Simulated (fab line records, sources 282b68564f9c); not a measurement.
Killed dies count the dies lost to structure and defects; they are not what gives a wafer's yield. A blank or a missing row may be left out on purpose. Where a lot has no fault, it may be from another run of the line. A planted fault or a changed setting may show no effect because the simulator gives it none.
8D (eight disciplines) problem report, filled in by code :: flow ritCmos :: the parts of the form that need people (team, actions taken, sign-off) are left out

1. WHAT WENT WRONG
Mean NSD_OVL at RIT_NSD_OVL_MEAS_06: 358.7 nm over 12 wafers in 4 lots; fault-free wafers: -1.0 nm, standard deviation 1.3. That is +99 or more standard deviations from the usual mean.
First observed at day 5 00:52: wafer L230.1, on overlay-02. Wafers with a number at this step in the record: 48, from 16 lots. Rule for "out", or "out of limits": more than 4 standard deviations from the usual mean. The other wafers with a number count as sound.

2. WHAT IT IS AND WHAT IT IS NOT
question: which readings at this step
is: NSD_OVL
is not: -

question: which lots
is: L230, L234, L237, L238
is not: L222, L223, L224, L225, L226, L227, L228, L229, L231, L232, L236, L240

question: which wafers of those lots
is: all that have a number
is not: -

question: read on which gauges
is: overlay-01, overlay-02
is not: -

question: when
is: from day 5 00:52
is not: up to then (24 sound wafers); but 12 sound wafers of L231, L232, L236, L240 came after

3. THE SUSPECTS, EACH WITH WHAT RULES IT OUT
Counting: any tool at a process step up to the reading is kept as a suspect provided that every lot that is out went through it and no sound lot did after the first of them.
- the gauge at RIT_NSD_OVL_MEAS_06 has been ruled out. Those wafers that are out were read across 2 gauges (overlay-01, overlay-02).
- ilineStepper-02 at RIT_NSD_EXPOSE_03 (exposes mask M9, target cd 40700 nm): kept. It ran every lot that is out, first L230 (day 5 00:28), and no sound lot after that; its last sound lot up to then is L229 (day 4 18:24).
After counting, what remains is ilineStepper-02 at RIT_NSD_EXPOSE_03.

4. THE CAUSE (what the simulator had put in)
Scanner matching overlay: ilineStepper-02, from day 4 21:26 on, at RIT_NSD_EXPOSE_03. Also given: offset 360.
Counting left only this tool.

5. SEQUENCE OF EFFECTS, ordered by route
Each row: a reading where the mean over the struck wafers with a number is more than 3 standard deviations away from the usual. Only readings whose record carries a usual standard deviation are examined. hours: median over the lots of the time between each lot's start at the first step of this table that gives one and its start at this step. sigmas: the change, counted in usual standard deviations.
hours: 0
step: RIT_NSD_OVL_MEAS_06
reading: NSD_OVL
usual: -1.0 nm
on struck wafers: 358.7
change: +359.7
sigmas: +99 or more

6. WHAT WOULD HAVE CAUGHT IT SOONER
In this record the first reading out of limits at a measuring or inspecting step was taken at day 5 00:52, 3 hours after the fault began at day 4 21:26.
Among the 4 lots that are out, L234, L237, L238 began RIT_NSD_EXPOSE_03 on ilineStepper-02 after day 5 00:52. A hold on the tool at that time would have spared those 3.
